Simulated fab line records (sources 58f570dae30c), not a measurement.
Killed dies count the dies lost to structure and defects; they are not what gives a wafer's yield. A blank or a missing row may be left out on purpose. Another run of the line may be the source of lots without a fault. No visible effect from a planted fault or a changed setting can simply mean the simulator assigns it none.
A lot that was struck, set against a sound lot ; flow berkeley-cmos170 ; 16 steps out of a route of 331
Sound: wafers L805.3, L805.4, L805.5. Struck: wafers L796.1, L796.3. (L796.5 of the same lot was not struck and is left out.) The cause comes at the end.
Order at every step that has rows: each side's tool, ch and its chambers, its first start. Under that, the readings that differ: sound wafers ; struck wafers ; difference of the means ; sigmas: that difference in standard deviations of wafers without a fault.
alike: a reading whose means differ by less than 2 such deviations, as well as words and numbers matching on both sides. not compared: withheld readings; readings where some wafer has no value; bounds like >300 that might hide an equal value; numbers whose values overlap and for which the record gives no deviation.
A row with sigmas, a row that says differs or no value, or rows on one side alone: a step with any of these is where the two part. Numbers that don't overlap but have no deviation are shown without sigmas and don't part them. A reading missing from all wafers of one side parts the sides only when that side holds two or more wafers.

first, 1 step without rows for these wafers: UCB170_M3_SOFTBAKE_06 (time 60 s).
UCB170_M3_STRIP_07: strips in O2.
  sound on plasma-asher-01 ch 0,1, day 12 20:32; struck on plasma-asher-03 ch 0, day 11 00:23
reading;sound;struck;difference;sigmas
drypump-motor-current-A (A);5.6 6.3 6.2;5.2 5.2;-0.8;-2
strip-time-to-endpoint-s (s);21.93 21.93 21.89;22.09 22.00;+0.13;+2
  alike: o2-flow-sccm, oes-product-au
  not compared: rf-hours-counter-h
then, 7 steps without rows for these wafers: UCB170_M3_STRIP_08 (strips KrF in DMSO, time 600 s); UCB170_M3_COAT_09; UCB170_M3_COAT_10 (resist thk 900 nm); UCB170_M3_SOFTBAKE_11 (time 60 s); UCB170_M3_EXPOSE_12 (exposes mask METAL3, target cd 700 nm); UCB170_M3_PEB_13; UCB170_M3_DEVELOP_14 (develop time 45 s).
UCB170_M3_CD_MEAS_15 targets a cd of 700 nm.
  sound: cd-sem-01 at day 12 22:27; struck: cd-sem-02 at day 11 02:32
  alike: cd-nm
UCB170_M3_OVL_MEAS_16:
  sound: overlay-01 at day 12 22:32; struck: overlay-01 at day 11 02:40
  alike: M3_OVL
UCB170_M3_ETCH_17: etches BARC in N2/H2.
  sound on rie-diel-04 ch 0,1,3, day 12 22:34; struck on rie-diel-03 ch 1,2, day 11 02:42
  alike: drypump-motor-current-A, n2-flow-sccm, oes-product-au, rf-fwd-power-W, throttle-valve-pct
UCB170_M3_METAL_ETCH_18: etches Al in Cl2/BCl3, stops on SiO2, target depth 1170 nm, time 195 s.
  sound on rie-metal-02 ch 0,1, day 12 22:40; struck on rie-metal-04 ch 1, day 11 02:44
reading;sound;struck;difference;sigmas
drypump-motor-current-A (A);6.0 6.5 6.5;5.0 5.0;-1.3;-3
model.KrF_of_M3_COAT_10.thk-nm (nm);197.4 207.4 210.3;346.4 340.1;+138.2;
model.SiO2_of_V2_CVD_00.thk-nm (nm);938 934.9 934.9;946.5 946.5;+10.6;
model.M3.cd-nm (nm);695.5 700.1 702.8;709.9 706.8;+8.9;
  alike: bcl3-flow-sccm, oes-product-au, rf-fwd-power-W, throttle-valve-pct
  not compared: rf-hours-counter-h
UCB170_M3_STRIP_19: strips in O2.
  sound on plasma-asher-02 ch 0,1, day 12 22:49; struck on plasma-asher-01 ch 0,1, day 11 02:59
reading;sound;struck;difference;sigmas
oes-product-au (a.u.);0.537 0.541 0.542;0.676 0.675;+0.135;+10
  alike: drypump-motor-current-A, o2-flow-sccm
  not compared: rf-hours-counter-h
UCB170_M3_CD_MEAS_90 targets a cd of 700 nm.
  sound: cd-sem-01 at day 12 22:56; struck: cd-sem-01 at day 11 03:05
reading;sound;struck;difference;sigmas
cd-nm (nm);696 700 703;710 707;+9;+3
UCB170_M3_PROBE_99:
  sound: prober-01 at day 12 23:14; struck: prober-02 at day 11 03:20
reading;sound;struck;difference;sigmas
model.etest.antenna-m3.vt-shift-v (V);-0.01093 -0.01569 -0.01719;-0.00587 -0.006604;+0.00837;

== WHERE THEY PART ==
Earliest at UCB170_M3_STRIP_07; latest, in this record, at UCB170_M3_CD_MEAS_90.

WHY: what had been put in by the simulator
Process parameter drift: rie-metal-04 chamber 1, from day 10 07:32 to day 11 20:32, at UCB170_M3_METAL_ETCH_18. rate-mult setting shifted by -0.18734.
